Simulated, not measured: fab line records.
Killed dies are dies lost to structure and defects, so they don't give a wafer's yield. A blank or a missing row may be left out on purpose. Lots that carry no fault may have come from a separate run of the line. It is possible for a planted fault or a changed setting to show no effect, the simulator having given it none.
Code-filled problem report in 8D (eight disciplines) form ; flow rit cmos ; the parts of the form that need people (team, actions taken, sign-off) are left out

== 1. WHAT WENT WRONG ==
Across 9 wafers from 3 lots, ACTIVE_OXIDE_THK at RIT_ACTIVE_THK_MEAS_02 averages 39.1 nm, while fault-free wafers read 48.1 nm with a standard deviation of 0.9. Measured from the usual mean, that is -10 standard deviations.
Seen first at day 4 20:04 on film metro-01, wafer L622.3. The record has a number at this step for 45 wafers belonging to 15 lots. Rule for "out" (also "out of limits"): further than 4 standard deviations from the usual mean. Any other wafer with a number is counted as sound.

== 2. WHAT IT IS, AND WHAT IT ISN'T ==
question;is;is not
which readings at this step;ACTIVE_OXIDE_THK;-
which lots;L622, L623, L624;L606, L607, L608, L611, L613, L616, L617, L618, L621, L627, L628, L629
which wafers of those lots;all that have a number;-
read on which gauges;film metro-01, film metro-02, film metro-03;-
when;from day 4 20:04;"up to then (27 sound wafers); but 9 sound wafers of L627, L628, L629 came after"

== 3. SUSPECTS, AND WHAT RULES EACH OUT ==
Counting: a tool stays on the suspect list if, at a process step up to the reading, it processed all lots that are out and no sound lot following the first of them.
- the gauge at RIT_ACTIVE_THK_MEAS_02 is ruled out. 3 gauges (film metro-01, film metro-02, film metro-03) read the wafers that are out.
- furnace-02 at RIT_ACTIVE_OXIDATION_01 (target thk 46.8 nm, ox time 3513 s): kept. It processed each lot that is out, first L622 at day 4 18:07, and no sound lot thereafter; up to then, the last sound lot it processed was L618 at day 3 22:07. On those wafers its own readings are out: spike tc centre C, spike tc load C, spike tc source C, tube center temp C, tube_center_temp_C_max.
The count leaves furnace-02 at RIT_ACTIVE_OXIDATION_01.

== 4. THE CAUSE (what the simulator had put in) ==
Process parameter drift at RIT_ACTIVE_OXIDATION_01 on furnace-02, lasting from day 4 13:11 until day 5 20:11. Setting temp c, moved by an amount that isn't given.
This tool alone remained once counting was done.

== 5. THE CHAIN OF EFFECTS, in route order ==
Rows list readings where the struck wafers' mean (over those with a number) sits beyond 3 standard deviations from the usual. Scope: only readings with a usual standard deviation given in the record; hours: median across lots of the time from each lot's start at the first step in this table that gives one to its start at this step; sigmas: change in usual standard deviations.
hours;step;reading;usual;on struck wafers;change;sigmas
0;RIT_ACTIVE_OXIDATION_01;spike tc centre C;1002.1 C;976.3;-25.8;-17
0;RIT_ACTIVE_OXIDATION_01;spike tc load C;1025.2 C;999.2;-26.0;-19
0;RIT_ACTIVE_OXIDATION_01;spike tc source C;1026.4 C;999.8;-26.6;-20
0;RIT_ACTIVE_OXIDATION_01;tube center temp C;1000 C;975;-25;-99 or more
0;RIT_ACTIVE_OXIDATION_01;tube_center_temp_C_max;1002.6;977.8;-24.8;-60
0;RIT_ACTIVE_OXIDATION_01;zone power source pct;30.8 %;28.9;-1.9;-4.2
2;RIT_ACTIVE_THK_MEAS_02;ACTIVE_OXIDE_THK;48.1 nm;39.1;-9.0;-10
It contains these process steps:
- RIT_ACTIVE_OXIDATION_01: target thk 46.8 nm, ox time 3513 s.

== 6. WHAT WOULD HAVE CAUGHT IT SOONER ==
The first out-of-limits reading at a measuring or inspecting step in this record came at day 4 20:04, 7 hours after the fault's start at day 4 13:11.
The tool's own readings at RIT_ACTIVE_OXIDATION_01 were out on every struck wafer that the step has a row for (spike tc centre C, spike tc load C, spike tc source C, tube center temp C, tube_center_temp_C_max): an alarm limit on them would have fired on the first of those.
Of the lots that are out (3), L623, L624 began RIT_ACTIVE_OXIDATION_01 on furnace-02 after day 4 20:04. A hold on the tool at that time would have spared those 2.
